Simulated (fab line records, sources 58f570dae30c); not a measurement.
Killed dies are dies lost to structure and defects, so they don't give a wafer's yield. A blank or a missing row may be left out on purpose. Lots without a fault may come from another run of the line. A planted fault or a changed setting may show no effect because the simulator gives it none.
Which tool did it? | flow berkeley_cmos170 | 14 lots, 42 wafers sampled, at 3 steps of a route of 331

WHAT THE GAUGES READ, wafer by wafer
UCB170_NWELL_OVL_MEAS_12. Usual: NWELL_OVL -1 nm, standard deviation 5.8.
lot  | measured    | on         | NWELL_OVL (nm) | flag
L678 | day 2 10:31 | overlay-01 | 5 5 9          |
L679 | day 2 14:19 | overlay-01 | 2 -2 -4        |
L680 | day 2 20:53 | overlay-02 | 2 5 6          |
L681 | day 3 00:12 | overlay-02 | -6 -9 0        |
L682 | day 3 12:55 | overlay-02 | -6 -2 9        |
L683 | day 3 12:58 | overlay-01 | 6 7 8          |
L688 | day 4 15:34 | overlay-02 | -5 -3 -1       |
L689 | day 4 22:23 | overlay-02 | 2 5 -4         |
L692 | day 5 18:02 | overlay-01 | -16 -11 -18    |
L695 | day 6 01:02 | overlay-01 | -5 -4 -5       |
L694 | day 6 01:17 | overlay-02 | -4 4 6         |
L698 | day 6 18:18 | overlay-02 | -11 -5 -10     |
L697 | day 6 18:32 | overlay-01 | 0 -16 -3       |
L699 | day 6 21:00 | overlay-01 | 2 3 2          |

UCB170_PWELL_THK_MEAS_06. Usual: PWELL_NITRIDE_THK 220.1 nm, standard deviation 2.1.
lot  | measured    | on            | PWELL_NITRIDE_THK (nm) | flag
L678 | day 2 23:16 | film_metro-02 | 220.9 220.9 219.6      |
L679 | day 3 05:11 | film_metro-03 | 216.7 216.2 218.1      |
L680 | day 3 16:56 | film_metro-04 | 218.1 216.8 215.5      |
L681 | day 3 16:56 | film_metro-03 | 219.5 219.2 218.3      |
L682 | day 4 05:37 | film_metro-03 | 222.8 222.2 224.5      |
L683 | day 4 05:38 | film_metro-02 | 219.9 219.1 219.0      |
L688 | day 5 06:28 | film_metro-02 | 207.0 207.1 205.9      | OFF
L689 | day 5 17:38 | film_metro-03 | 207.4 209.2 208.7      | OFF
L692 | day 6 18:38 | film_metro-02 | 218.3 219.5 219.2      |
L695 | day 6 18:40 | film_metro-03 | 219.8 219.6 218.4      |
L694 | day 6 18:41 | film_metro-02 | 217.6 220.3 220.9      |
L698 | day 7 13:49 | film_metro-04 | 218.7 220.0 220.3      |
L697 | day 7 13:48 | film_metro-02 | 221.4 222.1 220.9      |
L699 | day 7 13:49 | film_metro-03 | 217.1 217.5 215.9      |

WHICH TOOL RAN EACH LOT (tool, then ch and the chambers of the sampled wafers, then the start)
lot  | UCB170_PWELL_CVD_05
L678 | lpcvd-02 ch 0, day 2 21:18
L679 | lpcvd-02 ch 0, day 3 03:16
L680 | lpcvd-01 ch 1, day 3 15:01
L681 | lpcvd-01 ch 1, day 3 15:01
L682 | lpcvd-01 ch 1, day 4 03:42
L683 | lpcvd-01 ch 0, day 4 03:42
L688 | lpcvd-01 ch 0, day 5 04:32
L689 | lpcvd-01 ch 0, day 5 15:41
L692 | lpcvd-02 ch 1, day 6 16:43
L695 | lpcvd-02 ch 0, day 6 16:43
L694 | lpcvd-02 ch 1, day 6 16:43
L698 | lpcvd-02 ch 1, day 7 10:55
L697 | lpcvd-02 ch 1, day 7 10:55
L699 | lpcvd-02 ch 0, day 7 10:55
- UCB170_PWELL_CVD_05: deposits Si3N4 from SiH2Cl2/NH3, target thk 220 nm, time 3300 s.

WHAT THE TOOLS THEMSELVES READ (means of the sampled wafers that have a number; where no wafer has one, the mark that the record gives instead)
UCB170_PWELL_CVD_05. Usual: pressure_mtorr 200.0 mTorr, standard deviation 0.42.
lot  | tool     | pressure_mtorr (mTorr) | flag
L678 | lpcvd-02 | 200.5                  |
L679 | lpcvd-02 | 199.7                  |
L680 | lpcvd-01 | 200.8                  |
L681 | lpcvd-01 | 200.0                  |
L682 | lpcvd-01 | 200.3                  |
L683 | lpcvd-01 | 199.7                  |
L688 | lpcvd-01 | 160.3                  | OFF
L689 | lpcvd-01 | 159.8                  | OFF
L692 | lpcvd-02 | 200.1                  |
L695 | lpcvd-02 | 199.6                  |
L694 | lpcvd-02 | 200.3                  |
L698 | lpcvd-02 | 199.5                  |
L697 | lpcvd-02 | 199.5                  |
L699 | lpcvd-02 | 199.8                  |

THE ANSWER, worked out from the rows above alone
Rule: a lot is off if the mean of its wafers that have a number lies more than 3 standard deviations from the usual mean. A lot without any number at a reading at which 4 lots or more have one is off too. The other lots that the step has rows for count as sound. The gauges are gone through in route order, then the tools' own readings, and for those a lot's mean is taken as printed above. The first step at which some lot is off is used, and at that step the reading that is off furthest; a lot without a number counts as furthest.
Off: L688, L689, at UCB170_PWELL_THK_MEAS_06 (PWELL_NITRIDE_THK).
A tool fits if, at a process step before that reading, it ran every lot that is off, and no sound lot after the first of them. The gauges at UCB170_PWELL_THK_MEAS_06 aren't tried: what is off there is off at UCB170_PWELL_CVD_05 too, on other tools, and a gauge's error can't cause that. One fits: lpcvd-01 at UCB170_PWELL_CVD_05. Its last sound lot is L682 (day 4 03:42), its first lot that is off L688 (day 5 04:32): a fault that began between those two fits.
The tool's own readings at UCB170_PWELL_CVD_05 bear it out: on the lots that are off they differ by more than 5 times the standard deviation of the sound lots' means. pressure_mtorr reads 160.1 mTorr there against 200.0 mTorr on the sound lots.

WHAT THE SIMULATOR HAD PUT IN
Process parameter drift: lpcvd-01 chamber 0, from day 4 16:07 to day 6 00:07, at UCB170_PWELL_CVD_05. Setting pressure_mtorr, moved by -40, from 200. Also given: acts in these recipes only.
Lots struck among those shown: L688, L689. The rule above found the same.
